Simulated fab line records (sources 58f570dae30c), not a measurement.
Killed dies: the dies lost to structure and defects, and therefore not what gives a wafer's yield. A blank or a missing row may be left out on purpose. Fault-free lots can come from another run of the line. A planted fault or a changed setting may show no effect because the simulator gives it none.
Split-lot trial | flow berkeley-cmos170 | 27 wafers read from 5 lots, route of 331 steps

THE SPLIT ITSELF
At UCB170_SILICIDE_SPUTTER_01 (material Ti, target thk 30 nm, time 25 s), the setting time-s was moved away from the recipe's 25 s on 9 of the 27 wafers read, by -43.2% to +37.4%. This setting was run at the recipe's value on the other wafers.

THE PATH FROM SPLIT TO READING: the file shows 1 step between them
- UCB170_SILICIDE_RS_MEAS_02: measures by four-point-probe

THE READING
SILICIDE_TI_THK, in nm, at UCB170_SILICIDE_THK_MEAS_03 (measures by xrf). Fault-free wafers of this fab line usually give 30.4 nm, standard deviation 0.36 nm.

wafer  | tool, chamber at the split | time-s as run, s | against the recipe | SILICIDE_TI_THK, nm | against lot-mates on the recipe
L075.2 | pvd-sputter-04, -          | 25               | recipe             | 30.3                | -
L075.4 | pvd-sputter-04, -          | 25               | recipe             | 30.0                | -
L075.6 | pvd-sputter-04, -          | 25               | recipe             | 30.1                | -
L081.1 | pvd-sputter-02, -          | 14.21            | -43.2%             | 17.2                | -13.0
L081.2 | pvd-sputter-02, -          | 14.21            | -43.2%             | 17.3                | -12.9
L081.3 | pvd-sputter-02, -          | 25               | recipe             | 30.0                | -
L081.4 | pvd-sputter-02, -          | 25               | recipe             | 30.2                | -
L081.5 | pvd-sputter-02, -          | 25               | recipe             | 30.3                | -
L081.6 | pvd-sputter-02, -          | 14.21            | -43.2%             | 17.0                | -13.2
L083.1 | pvd-sputter-04, -          | 34.35            | +37.4%             | 41.0                | +11.2
L083.2 | pvd-sputter-04, -          | 34.35            | +37.4%             | 41.6                | +11.8
L083.3 | pvd-sputter-04, -          | 34.35            | +37.4%             | 41.1                | +11.3
L083.4 | pvd-sputter-04, -          | 25               | recipe             | 30.1                | -
L083.5 | pvd-sputter-04, -          | 25               | recipe             | 29.9                | -
L083.6 | pvd-sputter-04, -          | 25               | recipe             | 29.5                | -
L085.1 | pvd-sputter-03, -          | 25               | recipe             | 30.3                | -
L085.2 | pvd-sputter-03, -          | 25               | recipe             | 30.2                | -
L085.3 | pvd-sputter-03, -          | 25               | recipe             | 30.4                | -
L085.4 | pvd-sputter-03, -          | 25               | recipe             | 29.8                | -
L085.5 | pvd-sputter-03, -          | 25               | recipe             | 30.4                | -
L085.6 | pvd-sputter-03, -          | 25               | recipe             | 30.4                | -
L084.1 | pvd-sputter-03, -          | 25               | recipe             | 30.1                | -
L084.2 | pvd-sputter-03, -          | 32.74            | +31.0%             | 39.9                | +9.4
L084.3 | pvd-sputter-03, -          | 25               | recipe             | 30.6                | -
L084.4 | pvd-sputter-03, -          | 25               | recipe             | 30.9                | -
L084.5 | pvd-sputter-03, -          | 32.74            | +31.0%             | 39.9                | +9.4
L084.6 | pvd-sputter-03, -          | 32.74            | +31.0%             | 40.3                | +9.8

THE FIT
A straight line over all 27 wafers: SILICIDE_TI_THK changes by +0.303 nm for each +1% of time-s; r = +1.00; the points scatter about the line by 0.34 nm.
The same after taking each lot's own level away (the mean of its wafers on the recipe; 27 wafers): +0.304 nm for each +1%; r = +1.00; scatter 0.23 nm.
Per that fit: largest time-s move, reading shift of 13 nm.
From 29.83 to 30.53 nm: that is the span of the lots' own levels, equal to 1.9 times the standard deviation above.
So the lot-to-lot level changes the slope little: the two slopes agree.
Check: -13.1 nm against its lot-mates is what the line predicts for one of the wafers moved furthest among these (-43.2%) when that wafer is left out of the fit. Against them it came out at -13 nm.

OTHER SPLITS APPLIED TO THESE WAFERS
Before the reading, these wafers also passed through other splits. Each is held against what the fit with the lots' levels taken away leaves over:
other split on the same wafers      | wafers away from the commonest value | r with SILICIDE_TI_THK (lot level and that fit taken away)
UCB170_START_OXIDATION_02 ox-time-s | 18                                   | +0.05
UCB170_FIELD_OXIDATION_01 ox-time-s | 6                                    | -0.07
UCB170_SPACER_CVD_00 time-s         | 6                                    | -0.23

THE WHOLE CHAIN: every reading that the file lists as answering this split, in the file's order
step                        | what it does                             | reading                                                                           | change (the file's fit)               | r (the file's)
UCB170_SILICIDE_SPUTTER_01  | material Ti, target thk 30 nm, time 25 s | Ti_of_SILICIDE_SPUTTER_01.thk-nm (the simulator's own value, which no gauge read) | +0.301 nm for each +1% of the setting | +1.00
UCB170_SILICIDE_RS_MEAS_02  | measures by four-point-probe             | SILICIDE_TI_RS                                                                    | -0.378 for each +1% of the setting    | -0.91
UCB170_SILICIDE_THK_MEAS_03 | measures by xrf                          | SILICIDE_TI_THK                                                                   | +0.304 for each +1% of the setting    | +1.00

FILE'S OWN FIT
SILICIDE_TI_THK changes by +0.304 nm for each +1% of time-s, r = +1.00.
